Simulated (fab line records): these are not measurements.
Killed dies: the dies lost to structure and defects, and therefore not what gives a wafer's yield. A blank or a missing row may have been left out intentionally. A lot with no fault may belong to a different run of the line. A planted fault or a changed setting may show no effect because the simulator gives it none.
Which tool did it? ; flow berkeley_cmos170 ; Sampling: 14 lots, 42 wafers, 5 of 331 route steps

== WHAT THE GAUGES READ, wafer by wafer ==
UCB170_SDANNEAL_RS_MEAS_02: measures by four-point-probe.
lot;measured;on;PSD_RS (ohm/sq)
L906;day 7 03:50;film_metro-02;74.9 75.3 75.5
L907;day 8 00:07;film_metro-03;75.2 75.4 75.4
L912;day 8 07:25;film_metro-02;75.2 75.2 74.9
L910;day 8 08:44;film_metro-03;75.1 75.0 75.1
L911;day 8 08:56;film_metro-02;76.2 76.4 76.4
L913;day 9 03:05;film_metro-04;75.8 75.9 75.6
L915;day 9 03:40;film_metro-03;74.9 75.2 75.1
L917;day 9 13:29;film_metro-04;75.7 75.4 75.7
L916;day 9 13:41;film_metro-02;75.6 75.4 76.0
L921;day 11 01:51;film_metro-04;75.7 75.7 75.4
L923;day 11 13:26;film_metro-03;75.4 75.5 75.5
L924;day 11 13:37;film_metro-02;75.9 75.4 75.2
L926;day 11 13:59;film_metro-03;75.6 75.5 75.8
L928;day 12 08:04;film_metro-04;76.1 75.7 75.6

UCB170_SDANNEAL_RS_MEAS_03: measures by four-point-probe.
lot;measured;on;NSD_RS (ohm/sq)
L906;day 7 03:58;film_metro-02;37.30 37.33 37.26
L907;day 8 00:14;film_metro-03;37.29 37.24 37.24
L912;day 8 07:32;film_metro-02;37.17 37.09 37.15
L910;day 8 08:51;film_metro-03;37.10 37.21 37.09
L911;day 8 09:04;film_metro-02;37.28 37.23 37.33
L913;day 9 03:13;film_metro-04;37.28 37.36 37.43
L915;day 9 03:47;film_metro-03;37.20 37.20 37.25
L917;day 9 13:36;film_metro-04;37.26 37.33 37.31
L916;day 9 13:48;film_metro-02;37.40 37.32 37.25
L921;day 11 01:58;film_metro-04;37.35 37.30 37.34
L923;day 11 13:34;film_metro-03;37.62 37.71 37.59
L924;day 11 13:44;film_metro-02;37.34 37.28 37.41
L926;day 11 14:07;film_metro-03;37.63 37.68 37.61
L928;day 12 08:11;film_metro-04;37.48 37.46 37.43

== EACH LOT AND THE TOOL THAT RAN IT (in order: tool; ch and the chambers of the sampled wafers; start) ==
lot;UCB170_NSD_IMPLANT_08;UCB170_SDANNEAL_RTA_00;UCB170_SDANNEAL_RTA_01
L906;implanter-01 ch 0, day 7 02:29;rtp_anneal-02 ch 0, day 7 03:43;rtp_anneal-02 ch 0, day 7 03:47
L907;implanter-01 ch 0, day 7 22:35;rtp_anneal-02 ch 0, day 7 23:59;rtp_anneal-02 ch 0, day 8 00:03
L912;implanter-01 ch 0, day 8 06:02;rtp_anneal-01 ch 0, day 8 07:16;rtp_anneal-01 ch 0, day 8 07:20
L910;implanter-03 ch 0, day 8 07:00;rtp_anneal-02 ch 0, day 8 08:37;rtp_anneal-02 ch 0, day 8 08:40
L911;implanter-04 ch 0, day 8 07:25;rtp_anneal-02 ch 0, day 8 08:49;rtp_anneal-02 ch 0, day 8 08:52
L913;implanter-04 ch 0, day 9 01:05;rtp_anneal-02 ch 0, day 9 02:58;rtp_anneal-02 ch 0, day 9 03:02
L915;implanter-03 ch 0, day 9 01:21;rtp_anneal-01 ch 0, day 9 03:32;rtp_anneal-01 ch 0, day 9 03:37
L917;implanter-04 ch 0, day 9 12:08;rtp_anneal-01 ch 0, day 9 13:20;rtp_anneal-01 ch 0, day 9 13:23
L916;implanter-03 ch 0, day 9 12:19;rtp_anneal-02 ch 0, day 9 13:32;rtp_anneal-02 ch 0, day 9 13:37
L921;implanter-04 ch 0, day 11 00:16;rtp_anneal-01 ch 0, day 11 01:43;rtp_anneal-01 ch 0, day 11 01:46
L923;implanter-03 ch 0, day 11 12:02;rtp_anneal-02 ch 0, day 11 13:18;rtp_anneal-02 ch 0, day 11 13:22
L924;implanter-04 ch 0, day 11 12:08;rtp_anneal-01 ch 0, day 11 13:29;rtp_anneal-01 ch 0, day 11 13:33
L926;implanter-03 ch 0, day 11 12:32;rtp_anneal-01 ch 0, day 11 13:52;rtp_anneal-01 ch 0, day 11 13:56
L928;implanter-01 ch 0, day 12 06:35;rtp_anneal-01 ch 0, day 12 07:56;rtp_anneal-01 ch 0, day 12 08:01
- UCB170_NSD_IMPLANT_08
- UCB170_SDANNEAL_RTA_00: time 10 s.
- UCB170_SDANNEAL_RTA_01: time 5 s.

== WHAT THE TOOLS THEMSELVES READ (means of the sampled wafers that have a number; where no wafer has one, the mark that the record gives instead) ==
UCB170_NSD_IMPLANT_08.
lot;tool;dose_ions_cm2
L906;implanter-01;3e+15
L907;implanter-01;3e+15
L912;implanter-01;3e+15
L910;implanter-03;3e+15
L911;implanter-04;3e+15
L913;implanter-04;3e+15
L915;implanter-03;3e+15
L917;implanter-04;3e+15
L916;implanter-03;3e+15
L921;implanter-04;3e+15
L923;implanter-03;3e+15
L924;implanter-04;3e+15
L926;implanter-03;3e+15
L928;implanter-01;3e+15

UCB170_SDANNEAL_RTA_00.
lot;tool;lamp_power_pct (%);wafer_temp_C_max
L906;rtp_anneal-02;25.7;904.2
L907;rtp_anneal-02;25.7;902.9
L912;rtp_anneal-01;23.9;903.9
L910;rtp_anneal-02;25.7;903.0
L911;rtp_anneal-02;25.7;903.9
L913;rtp_anneal-02;25.7;903.5
L915;rtp_anneal-01;24.0;902.6
L917;rtp_anneal-01;23.9;903.9
L916;rtp_anneal-02;25.7;903.2
L921;rtp_anneal-01;24.0;902.9
L923;rtp_anneal-02;25.7;903.1
L924;rtp_anneal-01;24.0;902.8
L926;rtp_anneal-01;23.9;902.8
L928;rtp_anneal-01;24.0;903.4

UCB170_SDANNEAL_RTA_01.
lot;tool;lamp_power_pct (%);wafer_temp_C_max
L906;rtp_anneal-02;39.7;1053.4
L907;rtp_anneal-02;39.7;1053.6
L912;rtp_anneal-01;37.0;1053.9
L910;rtp_anneal-02;39.7;1054.4
L911;rtp_anneal-02;39.7;1053.5
L913;rtp_anneal-02;39.7;1054.6
L915;rtp_anneal-01;37.0;1054.9
L917;rtp_anneal-01;37.0;1053.9
L916;rtp_anneal-02;39.7;1054.0
L921;rtp_anneal-01;37.0;1054.5
L923;rtp_anneal-02;39.7;1053.9
L924;rtp_anneal-01;37.0;1054.1
L926;rtp_anneal-01;37.0;1054.1
L928;rtp_anneal-01;36.9;1054.6

== THE ANSWER, worked out from the rows above alone ==
Rule: usual is defined by the lots themselves. Put in order of their means at a reading, lots are off if they are a third of the lots or fewer, leave a main group of 4 or more, and stand apart from it by a gap of 3 or more times the standard deviation of the main group's means; of several such gaps the widest counts. A main group is skipped when, at the precision printed for the reading in the tables above, its means are all equal. A lot without any number at a reading at which 4 lots or more have one is off too. All remaining lots with rows at the step are treated as sound. First the gauges in route order, then the tools' own readings, where a lot's mean is used as printed above. At the first step where some lot is off, the reading lying furthest off is the one used; lots without a number count as furthest.
None of the lots is off at any reading shown; this tells nothing.

== WHAT WAS PUT IN BY THE SIMULATOR ==
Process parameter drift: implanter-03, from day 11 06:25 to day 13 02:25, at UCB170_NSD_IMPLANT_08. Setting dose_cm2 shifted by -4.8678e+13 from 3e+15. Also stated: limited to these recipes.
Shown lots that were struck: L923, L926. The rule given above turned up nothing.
